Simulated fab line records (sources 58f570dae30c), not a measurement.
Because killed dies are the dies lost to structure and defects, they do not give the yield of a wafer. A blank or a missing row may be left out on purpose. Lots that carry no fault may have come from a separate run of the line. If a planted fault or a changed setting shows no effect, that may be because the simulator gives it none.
Which tool is to blame?	flow berkeley-cmos170	Sampling: 14 lots, 42 wafers, 3 of 331 route steps

WHAT THE GAUGES SHOWED, per wafer
UCB170_PWELL_TW_MEAS_17.
lot	measured	on	PWELL_TW
L193	day 3 08:51	film-metro-04	380.0 380.7 378.7
L194	day 3 09:12	film-metro-01	379.6 378.0 378.8
L197	day 4 06:28	film-metro-04	377.6 379.1 378.7
L198	day 4 06:35	film-metro-01	377.2 376.9 376.4
L199	day 4 13:11	film-metro-03	382.3 385.1 383.4
L201	day 4 13:20	film-metro-03	380.1 382.6 383.5
L200	day 4 13:23	film-metro-01	376.0 377.0 377.4
L203	day 5 08:13	film-metro-04	380.6 379.7 380.3
L204	day 5 11:33	film-metro-01	379.5 380.0 379.6
L207	day 5 22:37	film-metro-04	379.8 380.9 376.3
L208	day 6 09:26	film-metro-04	381.2 380.6 381.7
L214	day 7 15:55	film-metro-01	379.2 376.9 377.2
L212	day 7 16:13	film-metro-03	383.2 382.7 383.1
L213	day 7 19:10	film-metro-01	377.7 379.1 380.5

UCB170_ACTIVE_CD_MEAS_13 targets a cd of 1200 nm.
lot	measured	on	cd-nm (nm)
L193	day 4 16:18	cd-sem-01	1200.1 1203.1 1200.4
L194	day 4 16:01	cd-sem-02	1200.1 1200.5 1201.4
L197	day 5 05:53	cd-sem-01	1200.9 1201.1 1200.8
L198	day 5 05:59	cd-sem-02	1201.2 1201.4 1201.0
L199	day 5 14:47	cd-sem-01	1200.0 1200.8 1200.2
L201	day 5 15:08	cd-sem-02	1200.0 1199.3 1198.8
L200	day 5 14:55	cd-sem-02	1199.7 1199.0 1199.4
L203	day 6 17:18	cd-sem-02	1201.2 1199.6 1200.3
L204	day 6 21:37	cd-sem-02	1199.3 1199.3 1199.6
L207	day 7 00:38	cd-sem-01	1202.3 1201.6 1201.7
L208	day 7 09:59	cd-sem-02	1200.1 1199.4 1197.3
L214	day 8 17:07	cd-sem-02	1203.1 1199.8 1201.7
L212	day 8 23:13	cd-sem-02	1200.3 1200.2 1201.6
L213	day 8 22:58	cd-sem-02	1202.5 1203.2 1202.5

UCB170_ACTIVE_OVL_MEAS_14.
lot	measured	on	ACTIVE_OVL (nm)
L193	day 4 16:25	overlay-01	5 2 4
L194	day 4 16:08	overlay-01	7 -3 -1
L197	day 5 05:59	overlay-01	-8 -2 -2
L198	day 5 06:06	overlay-02	2 -3 3
L199	day 5 14:55	overlay-02	2 -4 -4
L201	day 5 15:16	overlay-01	-6 -5 -9
L200	day 5 15:02	overlay-01	-3 -1 7
L203	day 6 17:25	overlay-01	2 1 -8
L204	day 6 21:44	overlay-02	-1 9 1
L207	day 7 00:45	overlay-01	7 5 4
L208	day 7 10:04	overlay-01	1 -4 -5
L214	day 8 18:51	overlay-02	-5 -6 -5
L212	day 8 23:20	overlay-02	9 8 3
L213	day 8 23:05	overlay-02	-2 5 2

WHICH TOOL RAN EACH LOT (tool, then ch and the chambers of the sampled wafers, then the start)
The record shows no process step preceding these readings.

AS READ BY THE TOOLS THEMSELVES (means over the sampled wafers that have a number; for cases with no such wafer, the mark the record gives instead)
The record holds no such reading with a usual standard deviation.

THE ANSWER, worked out from the rows above alone
Rule: the usual values come from the lots themselves. The widest of any qualifying gaps counts: lots, ordered by their means at a reading, are off when they make up no more than a third of the lots, leave a main group of 4 or more, and stand apart from it by 3 or more times the standard deviation of that group's means. If all means in a main group match to the digits the tables above print for the reading, that group is not used. A lot without any number at a reading at which 4 lots or more have one is off too. The other lots that the step has rows for count as sound. First the gauges in route order, then the tools' own readings, where a lot's mean is used as printed above. The first step at which some lot is off is used, and at that step the reading that is off furthest; a lot without a number counts as furthest.
Across all readings shown, no lot is off: no conclusion can be drawn from this.

WHAT HAD BEEN PUT IN BY THE SIMULATOR
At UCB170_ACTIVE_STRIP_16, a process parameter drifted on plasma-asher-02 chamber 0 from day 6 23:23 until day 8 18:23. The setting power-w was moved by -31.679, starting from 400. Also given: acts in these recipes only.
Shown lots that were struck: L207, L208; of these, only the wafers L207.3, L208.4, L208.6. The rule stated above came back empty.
